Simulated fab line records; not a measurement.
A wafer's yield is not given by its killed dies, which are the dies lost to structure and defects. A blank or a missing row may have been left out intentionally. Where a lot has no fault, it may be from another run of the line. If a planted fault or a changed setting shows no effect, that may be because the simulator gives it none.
Which tool is to blame? :: flow berkeley_cmos170 :: 14 lots, 42 wafers sampled, at 7 steps of a route of 331

## WHAT EACH GAUGE READ, for each wafer
UCB170_NLDD_CD_MEAS_06 targets a cd of 1200 nm.
lot: L685
measured: day 6 11:58
on: cd_sem-02
cd_nm (nm): 1201.2 1198.9 1201.0

lot: L687
measured: day 6 13:08
on: cd_sem-01
cd_nm (nm): 1202.6 1201.7 1200.5

lot: L686
measured: day 6 13:27
on: cd_sem-01
cd_nm (nm): 1198.8 1200.0 1198.8

lot: L690
measured: day 7 00:02
on: cd_sem-02
cd_nm (nm): 1199.3 1200.5 1199.6

lot: L689
measured: day 7 00:13
on: cd_sem-02
cd_nm (nm): 1200.9 1201.2 1201.5

lot: L692
measured: day 7 13:27
on: cd_sem-01
cd_nm (nm): 1198.6 1198.6 1198.6

lot: L691
measured: day 7 13:31
on: cd_sem-02
cd_nm (nm): 1200.1 1199.2 1198.4

lot: L694
measured: day 8 12:18
on: cd_sem-01
cd_nm (nm): 1199.8 1199.0 1199.0

lot: L696
measured: day 8 20:22
on: cd_sem-02
cd_nm (nm): 1201.1 1200.4 1198.2

lot: L701
measured: day 9 10:58
on: cd_sem-01
cd_nm (nm): 1199.0 1198.8 1199.5

lot: L700
measured: day 9 11:32
on: cd_sem-01
cd_nm (nm): 1202.2 1199.3 1200.2

lot: L702
measured: day 10 07:50
on: cd_sem-02
cd_nm (nm): 1200.0 1198.3 1197.8

lot: L703
measured: day 10 08:16
on: cd_sem-01
cd_nm (nm): 1199.6 1199.1 1200.0

lot: L704
measured: day 11 04:34
on: cd_sem-01
cd_nm (nm): 1199.8 1199.9 1199.8

UCB170_PSD_TW_MEAS_10.
lot: L685
measured: day 6 20:19
on: film_metro-04
PSD_TW: 2325 2324 2317

lot: L687
measured: day 6 19:53
on: film_metro-03
PSD_TW: 2336 2337 2323

lot: L686
measured: day 6 20:07
on: film_metro-03
PSD_TW: 2337 2323 2338

lot: L690
measured: day 7 10:33
on: film_metro-03
PSD_TW: 2345 2349 2357

lot: L689
measured: day 7 10:16
on: film_metro-01
PSD_TW: 2340 2349 2349

lot: L692
measured: day 7 20:55
on: film_metro-01
PSD_TW: 2344 2335 2350

lot: L691
measured: day 7 20:48
on: film_metro-03
PSD_TW: 2357 2356 2354

lot: L694
measured: day 8 21:06
on: film_metro-04
PSD_TW: 2312 2324 2331

lot: L696
measured: day 9 04:58
on: film_metro-01
PSD_TW: 2354 2351 2344

lot: L701
measured: day 9 15:29
on: film_metro-03
PSD_TW: 2268 2266 2276

lot: L700
measured: day 9 16:35
on: film_metro-04
PSD_TW: 2269 2269 2261

lot: L702
measured: day 10 11:52
on: film_metro-04
PSD_TW: 2320 2321 2321

lot: L703
measured: day 10 14:50
on: film_metro-04
PSD_TW: 2313 2306 2317

lot: L704
measured: day 11 10:44
on: film_metro-03
PSD_TW: 2364 2341 2356

UCB170_SDANNEAL_RS_MEAS_02: the measuring method here is four-point-probe.
lot: L685
measured: day 6 23:28
on: film_metro-01
PSD_RS (ohm/sq): 75.5 75.4 75.6

lot: L687
measured: day 6 23:02
on: film_metro-03
PSD_RS (ohm/sq): 75.9 75.9 75.8

lot: L686
measured: day 6 23:10
on: film_metro-04
PSD_RS (ohm/sq): 75.8 75.7 75.7

lot: L690
measured: day 7 13:51
on: film_metro-03
PSD_RS (ohm/sq): 75.1 75.0 74.7

lot: L689
measured: day 7 13:01
on: film_metro-03
PSD_RS (ohm/sq): 75.9 76.0 75.7

lot: L692
measured: day 8 00:53
on: film_metro-01
PSD_RS (ohm/sq): 75.4 75.2 75.0

lot: L691
measured: day 8 00:49
on: film_metro-04
PSD_RS (ohm/sq): 75.3 75.0 75.6

lot: L694
measured: day 9 02:36
on: film_metro-03
PSD_RS (ohm/sq): 75.2 75.0 75.0

lot: L696
measured: day 9 09:07
on: film_metro-01
PSD_RS (ohm/sq): 75.3 75.0 75.6

lot: L701
measured: day 9 19:33
on: film_metro-01
PSD_RS (ohm/sq): 81.3 81.2 81.0

lot: L700
measured: day 9 20:01
on: film_metro-04
PSD_RS (ohm/sq): 81.2 81.2 81.4

lot: L702
measured: day 10 16:22
on: film_metro-03
PSD_RS (ohm/sq): 75.4 75.6 75.5

lot: L703
measured: day 10 17:56
on: film_metro-01
PSD_RS (ohm/sq): 75.3 75.7 75.2

lot: L704
measured: day 11 14:21
on: film_metro-01
PSD_RS (ohm/sq): 75.3 75.2 75.3

## TOOL THAT RAN EACH LOT (tool first, then ch and the chambers of the sampled wafers, then the start)
lot: L685
UCB170_SPACER_CVD_00: pecvd-04 ch 0,1,2, day 6 12:52
UCB170_PSD_IMPLANT_08: implanter-01 ch 0, day 6 20:05
UCB170_PSD_STRIP_09: plasma_asher-04 ch 0,1, day 6 20:13
UCB170_BACKSIDE_STRIP_03: plasma_asher-02 ch 0,1, day 6 23:03

lot: L687
UCB170_SPACER_CVD_00: pecvd-01 ch 0,1,2, day 6 13:55
UCB170_PSD_IMPLANT_08: implanter-03 ch 0, day 6 19:39
UCB170_PSD_STRIP_09: plasma_asher-03 ch 0,1, day 6 19:47
UCB170_BACKSIDE_STRIP_03: plasma_asher-03 ch 0,1, day 6 22:36

lot: L686
UCB170_SPACER_CVD_00: pecvd-03 ch 0,2, day 6 14:18
UCB170_PSD_IMPLANT_08: implanter-02 ch 0, day 6 19:52
UCB170_PSD_STRIP_09: plasma_asher-02 ch 0,1, day 6 20:01
UCB170_BACKSIDE_STRIP_03: plasma_asher-03 ch 0,1, day 6 22:46

lot: L690
UCB170_SPACER_CVD_00: pecvd-04 ch 1,2, day 7 00:47
UCB170_PSD_IMPLANT_08: implanter-02 ch 0, day 7 10:20
UCB170_PSD_STRIP_09: plasma_asher-03 ch 0,1, day 7 10:28
UCB170_BACKSIDE_STRIP_03: plasma_asher-03 ch 0,1, day 7 13:26

lot: L689
UCB170_SPACER_CVD_00: pecvd-01 ch 0,1, day 7 01:00
UCB170_PSD_IMPLANT_08: implanter-03 ch 0, day 7 10:01
UCB170_PSD_STRIP_09: plasma_asher-04 ch 0,1, day 7 10:10
UCB170_BACKSIDE_STRIP_03: plasma_asher-01 ch 0,1, day 7 12:37

lot: L692
UCB170_SPACER_CVD_00: pecvd-03 ch 0,1, day 7 14:19
UCB170_PSD_IMPLANT_08: implanter-03 ch 0, day 7 20:41
UCB170_PSD_STRIP_09: plasma_asher-04 ch 0,1, day 7 20:49
UCB170_BACKSIDE_STRIP_03: plasma_asher-02 ch 0,1, day 8 00:28

lot: L691
UCB170_SPACER_CVD_00: pecvd-01 ch 1,2, day 7 14:19
UCB170_PSD_IMPLANT_08: implanter-02 ch 0, day 7 20:33
UCB170_PSD_STRIP_09: plasma_asher-02 ch 0,1, day 7 20:42
UCB170_BACKSIDE_STRIP_03: plasma_asher-01 ch 0,1, day 8 00:17

lot: L694
UCB170_SPACER_CVD_00: pecvd-04 ch 0,1, day 8 13:04
UCB170_PSD_IMPLANT_08: implanter-02 ch 0, day 8 20:53
UCB170_PSD_STRIP_09: plasma_asher-04 ch 0,1, day 8 21:01
UCB170_BACKSIDE_STRIP_03: plasma_asher-02 ch 0,1, day 9 02:11

lot: L696
UCB170_SPACER_CVD_00: pecvd-01 ch 0,1, day 8 21:10
UCB170_PSD_IMPLANT_08: implanter-02 ch 0, day 9 04:43
UCB170_PSD_STRIP_09: plasma_asher-04 ch 0,1, day 9 04:52
UCB170_BACKSIDE_STRIP_03: plasma_asher-02 ch 0,1, day 9 08:43

lot: L701
UCB170_SPACER_CVD_00: pecvd-03 ch 0,1,2, day 9 11:47
UCB170_PSD_IMPLANT_08: implanter-01 ch 0, day 9 15:14
UCB170_PSD_STRIP_09: plasma_asher-02 ch 0,1, day 9 15:23
UCB170_BACKSIDE_STRIP_03: plasma_asher-01 ch 0,1, day 9 19:06

lot: L700
UCB170_SPACER_CVD_00: pecvd-01 ch 0,1,2, day 9 12:20
UCB170_PSD_IMPLANT_08: implanter-01 ch 0, day 9 16:20
UCB170_PSD_STRIP_09: plasma_asher-03 ch 0,1, day 9 16:29
UCB170_BACKSIDE_STRIP_03: plasma_asher-03 ch 0,1, day 9 19:28

lot: L702
UCB170_SPACER_CVD_00: pecvd-03 ch 1,2, day 10 08:36
UCB170_PSD_IMPLANT_08: implanter-03 ch 0, day 10 11:37
UCB170_PSD_STRIP_09: plasma_asher-03 ch 1, day 10 11:45
UCB170_BACKSIDE_STRIP_03: plasma_asher-02 ch 0,1, day 10 15:58

lot: L703
UCB170_SPACER_CVD_00: pecvd-03 ch 1,2, day 10 10:17
UCB170_PSD_IMPLANT_08: implanter-02 ch 0, day 10 14:35
UCB170_PSD_STRIP_09: plasma_asher-02 ch 0,1, day 10 14:43
UCB170_BACKSIDE_STRIP_03: plasma_asher-01 ch 0,1, day 10 17:31

lot: L704
UCB170_SPACER_CVD_00: pecvd-04 ch 0,1, day 11 05:40
UCB170_PSD_IMPLANT_08: implanter-02 ch 0, day 11 10:30
UCB170_PSD_STRIP_09: plasma_asher-03 ch 0,1, day 11 10:38
UCB170_BACKSIDE_STRIP_03: plasma_asher-02 ch 0,1, day 11 13:38
- UCB170_SPACER_CVD_00: deposits SiO2 from TEOS/O2, target thk 376 nm, time 47 s.
- UCB170_PSD_IMPLANT_08
- UCB170_PSD_STRIP_09: strips in O2.
- UCB170_BACKSIDE_STRIP_03: strips in O2.

## WHAT THE TOOLS THEMSELVES READ (means of the sampled wafers that have a number; where no wafer has one, the mark that the record gives instead)
UCB170_SPACER_CVD_00.
lot: L685
tool: pecvd-04
heater_power_w (W): 270

lot: L687
tool: pecvd-01
heater_power_w (W): 260

lot: L686
tool: pecvd-03
heater_power_w (W): 283

lot: L690
tool: pecvd-04
heater_power_w (W): 286

lot: L689
tool: pecvd-01
heater_power_w (W): 265

lot: L692
tool: pecvd-03
heater_power_w (W): 305

lot: L691
tool: pecvd-01
heater_power_w (W): 258

lot: L694
tool: pecvd-04
heater_power_w (W): 244

lot: L696
tool: pecvd-01
heater_power_w (W): 228

lot: L701
tool: pecvd-03
heater_power_w (W): 297

lot: L700
tool: pecvd-01
heater_power_w (W): 250

lot: L702
tool: pecvd-03
heater_power_w (W): 233

lot: L703
tool: pecvd-03
heater_power_w (W): 200

lot: L704
tool: pecvd-04
heater_power_w (W): 240

UCB170_PSD_IMPLANT_08.
lot: L685
tool: implanter-01
beam_energy_keV: 19.995
dose_ions_cm2: 3e+15
faraday_current_uA: 9315

lot: L687
tool: implanter-03
beam_energy_keV: 19.996
dose_ions_cm2: 3e+15
faraday_current_uA: 9201

lot: L686
tool: implanter-02
beam_energy_keV: 20.000
dose_ions_cm2: 3e+15
faraday_current_uA: 9305

lot: L690
tool: implanter-02
beam_energy_keV: 20.004
dose_ions_cm2: 3e+15
faraday_current_uA: 9177

lot: L689
tool: implanter-03
beam_energy_keV: 20.006
dose_ions_cm2: 3e+15
faraday_current_uA: 9178

lot: L692
tool: implanter-03
beam_energy_keV: 20.000
dose_ions_cm2: 3e+15
faraday_current_uA: 9129

lot: L691
tool: implanter-02
beam_energy_keV: 19.993
dose_ions_cm2: 3e+15
faraday_current_uA: 9319

lot: L694
tool: implanter-02
beam_energy_keV: 20.002
dose_ions_cm2: 3e+15
faraday_current_uA: 9493

lot: L696
tool: implanter-02
beam_energy_keV: 19.997
dose_ions_cm2: 3e+15
faraday_current_uA: 9275

lot: L701
tool: implanter-01
beam_energy_keV: 20.000
dose_ions_cm2: 3e+15
faraday_current_uA: 8346

lot: L700
tool: implanter-01
beam_energy_keV: 20.002
dose_ions_cm2: 3e+15
faraday_current_uA: 8426

lot: L702
tool: implanter-03
beam_energy_keV: 19.994
dose_ions_cm2: 3e+15
faraday_current_uA: 9211

lot: L703
tool: implanter-02
beam_energy_keV: 20.000
dose_ions_cm2: 3e+15
faraday_current_uA: 9239

lot: L704
tool: implanter-02
beam_energy_keV: 20.000
dose_ions_cm2: 3e+15
faraday_current_uA: 9259

UCB170_PSD_STRIP_09.
lot: L685
tool: plasma_asher-04
drypump_motor_current_A (A): 6.2
oes_product_au (a.u.): 0.597
strip_time_to_endpoint_s (s): 29.29

lot: L687
tool: plasma_asher-03
drypump_motor_current_A (A): 6.1
oes_product_au (a.u.): 0.602
strip_time_to_endpoint_s (s): 29.34

lot: L686
tool: plasma_asher-02
drypump_motor_current_A (A): 5.8
oes_product_au (a.u.): 0.601
strip_time_to_endpoint_s (s): 29.29

lot: L690
tool: plasma_asher-03
drypump_motor_current_A (A): 6.1
oes_product_au (a.u.): 0.598
strip_time_to_endpoint_s (s): 29.51

lot: L689
tool: plasma_asher-04
drypump_motor_current_A (A): 6.2
oes_product_au (a.u.): 0.602
strip_time_to_endpoint_s (s): 29.40

lot: L692
tool: plasma_asher-04
drypump_motor_current_A (A): 6.2
oes_product_au (a.u.): 0.598
strip_time_to_endpoint_s (s): 29.36

lot: L691
tool: plasma_asher-02
drypump_motor_current_A (A): 5.7
oes_product_au (a.u.): 0.599
strip_time_to_endpoint_s (s): 29.50

lot: L694
tool: plasma_asher-04
drypump_motor_current_A (A): 5.9
oes_product_au (a.u.): 0.602
strip_time_to_endpoint_s (s): 29.45

lot: L696
tool: plasma_asher-04
drypump_motor_current_A (A): 5.9
oes_product_au (a.u.): 0.602
strip_time_to_endpoint_s (s): 29.42

lot: L701
tool: plasma_asher-02
drypump_motor_current_A (A): 5.7
oes_product_au (a.u.): 0.612
strip_time_to_endpoint_s (s): 28.48

lot: L700
tool: plasma_asher-03
drypump_motor_current_A (A): 6.1
oes_product_au (a.u.): 0.615
strip_time_to_endpoint_s (s): 28.31

lot: L702
tool: plasma_asher-03
drypump_motor_current_A (A): 6.1
oes_product_au (a.u.): 0.598
strip_time_to_endpoint_s (s): 29.47

lot: L703
tool: plasma_asher-02
drypump_motor_current_A (A): 5.7
oes_product_au (a.u.): 0.600
strip_time_to_endpoint_s (s): 29.34

lot: L704
tool: plasma_asher-03
drypump_motor_current_A (A): 6.1
oes_product_au (a.u.): 0.605
strip_time_to_endpoint_s (s): 29.41

UCB170_BACKSIDE_STRIP_03.
lot: L685
tool: plasma_asher-02
drypump_motor_current_A (A): 5.82
oes_product_au (a.u.): 0.731
strip_time_to_endpoint_s (s): 21.93

lot: L687
tool: plasma_asher-03
drypump_motor_current_A (A): 6.08
oes_product_au (a.u.): 0.735
strip_time_to_endpoint_s (s): 21.98

lot: L686
tool: plasma_asher-03
drypump_motor_current_A (A): 6.06
oes_product_au (a.u.): 0.731
strip_time_to_endpoint_s (s): 21.91

lot: L690
tool: plasma_asher-03
drypump_motor_current_A (A): 6.09
oes_product_au (a.u.): 0.739
strip_time_to_endpoint_s (s): 22.01

lot: L689
tool: plasma_asher-01
drypump_motor_current_A (A): 5.57
oes_product_au (a.u.): 0.732
strip_time_to_endpoint_s (s): 21.93

lot: L692
tool: plasma_asher-02
drypump_motor_current_A (A): 5.83
oes_product_au (a.u.): 0.736
strip_time_to_endpoint_s (s): 22.06

lot: L691
tool: plasma_asher-01
drypump_motor_current_A (A): 5.51
oes_product_au (a.u.): 0.737
strip_time_to_endpoint_s (s): 22.00

lot: L694
tool: plasma_asher-02
drypump_motor_current_A (A): 5.81
oes_product_au (a.u.): 0.739
strip_time_to_endpoint_s (s): 21.92

lot: L696
tool: plasma_asher-02
drypump_motor_current_A (A): 5.81
oes_product_au (a.u.): 0.741
strip_time_to_endpoint_s (s): 22.03

lot: L701
tool: plasma_asher-01
drypump_motor_current_A (A): 5.58
oes_product_au (a.u.): 0.733
strip_time_to_endpoint_s (s): 21.95

lot: L700
tool: plasma_asher-03
drypump_motor_current_A (A): 6.06
oes_product_au (a.u.): 0.739
strip_time_to_endpoint_s (s): 22.05

lot: L702
tool: plasma_asher-02
drypump_motor_current_A (A): 5.82
oes_product_au (a.u.): 0.733
strip_time_to_endpoint_s (s): 21.92

lot: L703
tool: plasma_asher-01
drypump_motor_current_A (A): 5.58
oes_product_au (a.u.): 0.736
strip_time_to_endpoint_s (s): 22.00

lot: L704
tool: plasma_asher-02
drypump_motor_current_A (A): 5.69
oes_product_au (a.u.): 0.736
strip_time_to_endpoint_s (s): 22.03

## THE ANSWER, worked out from the rows above alone
Rule: the lots themselves supply what counts as usual. The widest of any qualifying gaps counts: lots, ordered by their means at a reading, are off when they make up no more than a third of the lots, leave a main group of 4 or more, and stand apart from it by 3 or more times the standard deviation of that group's means. If all means in a main group match to the digits the tables above print for the reading, that group is not used. Also off: a lot with no number at a reading for which 4 or more lots have one. All remaining lots with rows at the step are treated as sound. After the gauges, taken in route order, come the tools' own readings; for these a lot's mean is taken, as printed above. The first step at which some lot is off is used, and at that step the reading that is off furthest; a lot without a number counts as furthest.
Off: at UCB170_SDANNEAL_RS_MEAS_02 (PSD_RS), L701, L700. The main group has a mean of 75.4 ohm/sq with a standard deviation of 0.28.
If a tool, at a process step before that reading, ran all the lots that are off and no sound lot after the first of them, it fits. The gauges at UCB170_SDANNEAL_RS_MEAS_02 aren't tried: what is off there is off at UCB170_PSD_IMPLANT_08 too, on other tools, and a gauge's error can't cause that. One fits: UCB170_PSD_IMPLANT_08 on implanter-01. Its last sound lot is L685 (day 6 20:05), its first lot that is off L701 (day 9 15:14): a fault that began between those two fits.
On the lots that are off, the tool's own readings at UCB170_PSD_IMPLANT_08 differ by more than 5 times the standard deviation of the sound lots' means, which bears it out; faraday_current_uA reads 8386 there versus 9258 on the sound lots.

## WHAT THE SIMULATOR HAD PUT IN
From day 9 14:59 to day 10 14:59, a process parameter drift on implanter-01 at UCB170_PSD_IMPLANT_08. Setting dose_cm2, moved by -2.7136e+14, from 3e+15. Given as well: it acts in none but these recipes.
Shown lots that were struck: L701, L700. The rule given above showed the same thing.
